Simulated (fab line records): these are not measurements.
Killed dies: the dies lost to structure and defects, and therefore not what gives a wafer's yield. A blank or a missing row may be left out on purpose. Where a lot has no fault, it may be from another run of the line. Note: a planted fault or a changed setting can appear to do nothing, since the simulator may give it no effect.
Which tool did it? | flow berkeleyCmos170 | 14 lots with 42 wafers sampled at 4 steps, on a route of 331 steps

== WHAT THE GAUGES SHOWED, per wafer ==
UCB170_SCREENOX_THK_MEAS_02. Usual: SCREENOX_OXIDE_THK 14.40 nm, standard deviation 0.28.
lot  | measured     | on           | SCREENOX_OXIDE_THK (nm) | flag
L475 | day 5 15:10  | filmMetro-02 | 14.45 14.30 14.25       | 
L477 | day 6 18:14  | filmMetro-04 | 14.66 14.92 14.82       | 
L478 | day 6 18:13  | filmMetro-02 | 14.76 14.60 14.46       | 
L479 | day 7 02:50  | filmMetro-01 | 14.50 14.43 14.46       | 
L481 | day 7 02:52  | filmMetro-02 | 14.72 14.68 14.75       | 
L480 | day 7 11:56  | filmMetro-04 | 14.53 14.76 15.06       | 
L486 | day 8 01:53  | filmMetro-01 | 14.54 14.44 14.37       | 
L488 | day 8 23:08  | filmMetro-02 | 14.45 14.23 14.79       | 
L494 | day 10 21:38 | filmMetro-02 | 14.26 13.91 14.28       | 
L496 | day 11 06:08 | filmMetro-01 | 13.91 13.88 14.14       | 
L497 | day 11 06:04 | filmMetro-01 | 14.65 14.50 14.51       | 
L495 | day 11 06:08 | filmMetro-02 | 14.42 14.23 14.61       | 

UCB170_V1_BOW_MEAS_03. Usual: V1_BOW 19 um, standard deviation 6.7.
lot  | measured     | on           | V1_BOW (um) | flag
L475 | day 8 03:30  | filmMetro-01 | 11 18 24    | 
L477 | day 9 04:36  | filmMetro-01 | 22 24 29    | 
L478 | day 9 05:53  | filmMetro-03 | 31 14 18    | 
L479 | day 9 10:56  | filmMetro-01 | 11 26 22    | 
L481 | day 9 13:08  | filmMetro-03 | 19 15 12    | 
L480 | day 10 01:20 | filmMetro-03 | 10 25 28    | 
L486 | day 10 13:29 | filmMetro-02 | 22 13 8     | 
L488 | day 11 12:32 | filmMetro-03 | 13 3 14     | 
L494 | day 12 21:40 | filmMetro-01 | 22 16 20    | 
L496 | day 13 13:12 | filmMetro-01 | 29 13 16    | 
L497 | day 13 14:31 | filmMetro-01 | 21 24 24    | 
L495 | day 13 15:52 | filmMetro-01 | 21 25 25    | 

UCB170_V2_THK_MEAS_01. Usual: V2_TEOS_THK 1997 nm, standard deviation 26.
lot  | measured     | on           | V2_TEOS_THK (nm) | flag
L475 | day 8 11:52  | filmMetro-03 | 1985 2004 2005   | 
L477 | day 9 10:29  | filmMetro-03 | 1946 1989 1972   | 
L478 | day 9 11:45  | filmMetro-03 | 1996 1983 1998   | 
L479 | day 9 15:46  | filmMetro-02 | 1977 1962 1991   | 
L481 | day 9 18:16  | filmMetro-02 | 2021 2002 1984   | 
L480 | day 10 06:37 | filmMetro-04 | 1993 2030 1988   | 
L486 | day 10 18:29 | filmMetro-02 | 1960 1993 1999   | 
L488 | day 11 17:36 | filmMetro-02 | 2010 2012 2014   | 
L494 | day 13 02:43 | filmMetro-04 | 2005 2009 2021   | 
L496 | day 13 21:53 | filmMetro-02 | 1994 1988 2032   | 
L497 | day 13 21:13 | filmMetro-03 | 1955 1982 1982   | 
L495 | day 13 22:58 | filmMetro-03 | 2004 2012 2009   | 

== WHICH TOOL RAN EACH LOT (tool, then ch and the chambers of the sampled wafers, then the start) ==
lot  | UCB170_ACTIVE_DEVELOP_12
L475 | lithoTrack-02 ch 0, day 4 13:00
L477 | lithoTrack-04 ch 0, day 5 11:00
L478 | lithoTrack-02 ch 0, day 5 11:00
L479 | lithoTrack-02 ch 0, day 5 19:00
L481 | lithoTrack-03 ch 0, day 5 19:00
L480 | lithoTrack-02 ch 0, day 6 02:00
L484 | lithoTrack-03, day 6 06:00
L485 | lithoTrack-03, day 6 15:00
L486 | lithoTrack-04 ch 0, day 6 16:00
L488 | lithoTrack-04 ch 0, day 7 08:00
L494 | lithoTrack-03 ch 0, day 9 14:00
L496 | lithoTrack-04 ch 0, day 9 21:00
L497 | lithoTrack-03 ch 0, day 9 21:00
L495 | lithoTrack-04 ch 0, day 9 21:00
- UCB170_ACTIVE_DEVELOP_12: develop time 45 s.

== AS READ BY THE TOOLS THEMSELVES (means over the sampled wafers that have a number; for cases with no such wafer, the mark the record gives instead) ==
UCB170_ACTIVE_DEVELOP_12. Usual: chillPlateTempC 23.00 C, standard deviation 0.1.
lot  | tool          | chillPlateTempC (C) | flag
L475 | lithoTrack-02 | 22.99               | 
L477 | lithoTrack-04 | 23.01               | 
L478 | lithoTrack-02 | 23.14               | 
L479 | lithoTrack-02 | 22.98               | 
L481 | lithoTrack-03 | 23.08               | 
L480 | lithoTrack-02 | 23.05               | 
L484 | lithoTrack-03 | -                   | OFF
L485 | lithoTrack-03 | -                   | OFF
L486 | lithoTrack-04 | 22.95               | 
L488 | lithoTrack-04 | 22.93               | 
L494 | lithoTrack-03 | 22.93               | 
L496 | lithoTrack-04 | 22.92               | 
L497 | lithoTrack-03 | 22.94               | 
L495 | lithoTrack-04 | 23.05               | 

== THE ANSWER, worked out from the rows above alone ==
Rule: take the mean of a lot's wafers that have a number; if it is more than 3 standard deviations from the usual mean, the lot is off. Also off: a lot with no number at a reading for which 4 or more lots have one. Any other lot the step has rows for is counted as sound. The gauges are gone through in route order, then the tools' own readings, and for those a lot's mean is taken as printed above. At the first step where some lot is off, the reading lying furthest off is the one used; lots without a number count as furthest.
Off at UCB170_ACTIVE_DEVELOP_12 (chillPlateTempC): L484, L485. Without a number there: L484, L485.
A tool fits if, at that step or a process step before it, it ran every lot that is off, and no sound lot after the first of them. Of those tried, none fits.

== WHAT THE SIMULATOR PUT IN ==
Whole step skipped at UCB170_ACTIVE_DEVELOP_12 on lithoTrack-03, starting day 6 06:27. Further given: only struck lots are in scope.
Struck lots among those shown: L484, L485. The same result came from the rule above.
